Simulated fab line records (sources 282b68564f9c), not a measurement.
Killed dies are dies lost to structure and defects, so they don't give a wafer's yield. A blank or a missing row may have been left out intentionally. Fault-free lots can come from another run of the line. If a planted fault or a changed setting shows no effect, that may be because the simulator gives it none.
Comparing a struck lot with a sound one    flow rit_cmos    20 steps out of a route of 202
Sound: the wafers L852.1, L852.2, L852.3. Wafers L861.2, L861.4, L861.6 were the ones struck. The cause comes at the end.
For every step that has rows: the tool of each side, followed by ch and its chambers, followed by its first start. Under that, the readings that differ: sound wafers    struck wafers    difference of the means    sigmas: that difference in standard deviations of wafers without a fault.
alike: same words and numbers on both sides, and readings whose means sit less than 2 such deviations apart. not compared: any withheld reading, any reading some wafer has no value for, any bound like >300 that may hide the same value, and any number with overlapping values for which the record gives no deviation.
The two part at a step that has a row with sigmas, a row that says differs or no value, or rows on one side only. Non-overlapping numbers with no deviation appear without sigmas and do not part them. A reading missing from all wafers of one side parts the sides only when that side holds two or more wafers.

first, 2 steps without rows for these wafers: RIT_NWELL_HARDBAKE_07 (time 120 s); RIT_NWELL_IMPLANT_08.
RIT_NWELL_STRIP_09: strips in O2, time 180 s.
  sound on plasma_asher-03 ch 0,1, day 2 08:18; struck on plasma_asher-03 ch 0,1, day 4 04:46
  alike: drypump_motor_current_A, rf_refl_power_W
  not compared: rf_hours_counter_h
RIT_NWELL_TW_MEAS_10:
  struck on film_metro-01, day 4 04:57; sound on film_metro-04, day 2 08:29
  alike: NWELL_TW
then, 6 steps without rows for these wafers: RIT_PWELL_HMDS_00 (prime time 60 s); RIT_PWELL_COAT_01 (resist thk 1300 nm); RIT_PWELL_SOFTBAKE_02 (time 60 s); RIT_PWELL_EXPOSE_03 (exposes mask M3, target cd 43700 nm); RIT_PWELL_PEB_04; RIT_PWELL_DEVELOP_05 (develop time 68 s).
RIT_PWELL_OVL_MEAS_06:
  struck on overlay-02, day 4 06:04; sound on overlay-01, day 2 09:25
  alike: PWELL_OVL
then, 1 step without rows for these wafers: RIT_PWELL_HARDBAKE_07 (time 120 s).
RIT_PWELL_IMPLANT_08:
  sound on implanter-04 ch 0, day 2 09:43; struck on implanter-01 ch 0, day 4 06:23
reading                    sound              struck             difference  sigmas
implant_ion_amu            11 11 11           49 49 49           +38         
model.implant.rp_nm (nm)   478.4 478.4 478.4  125.2 125.2 125.2  -353.2      
model.implant.drp_nm (nm)  102.9 102.9 102.9  49.91 49.91 49.91  -52.99      
RIT_PWELL_STRIP_09: strips in O2, time 180 s.
  sound on plasma_asher-01 ch 0,1, day 2 09:52; struck on plasma_asher-03 ch 0, day 4 06:30
  alike: drypump_motor_current_A, rf_refl_power_W
  not compared: rf_hours_counter_h
RIT_PWELL_TW_MEAS_10:
  struck on film_metro-02, day 4 06:41; sound on film_metro-04, day 2 10:02
reading   sound        struck          difference  sigmas
PWELL_TW  966 966 968  1863 1869 1863  +898        +95
then, 1 step without rows for these wafers: RIT_WELLDRIVE_ANNEAL_00 (time 14700 s).
RIT_WELLDRIVE_RS_MEAS_01: the measuring method here is four-point-probe.
  struck on film_metro-02, day 4 12:44; sound on film_metro-01, day 2 15:20
  alike: NWELL_RS
RIT_WELLDRIVE_RS_MEAS_02: the measuring method here is four-point-probe.
  struck on film_metro-02, day 4 12:51; sound on film_metro-01, day 2 15:27
reading            sound              struck             difference  sigmas
PWELL_RS (ohm/sq)  428.2 429.9 429.7  464.3 463.5 464.4  +34.8       +25
then, 2 steps without rows for these wafers: RIT_NRETRO_HMDS_00 (prime time 60 s); RIT_M1_PROBE_99.

WHERE THEY PART
At RIT_PWELL_TW_MEAS_10 first; at RIT_WELLDRIVE_RS_MEAS_02 last (within this record only).

WHY: what the simulator had put in
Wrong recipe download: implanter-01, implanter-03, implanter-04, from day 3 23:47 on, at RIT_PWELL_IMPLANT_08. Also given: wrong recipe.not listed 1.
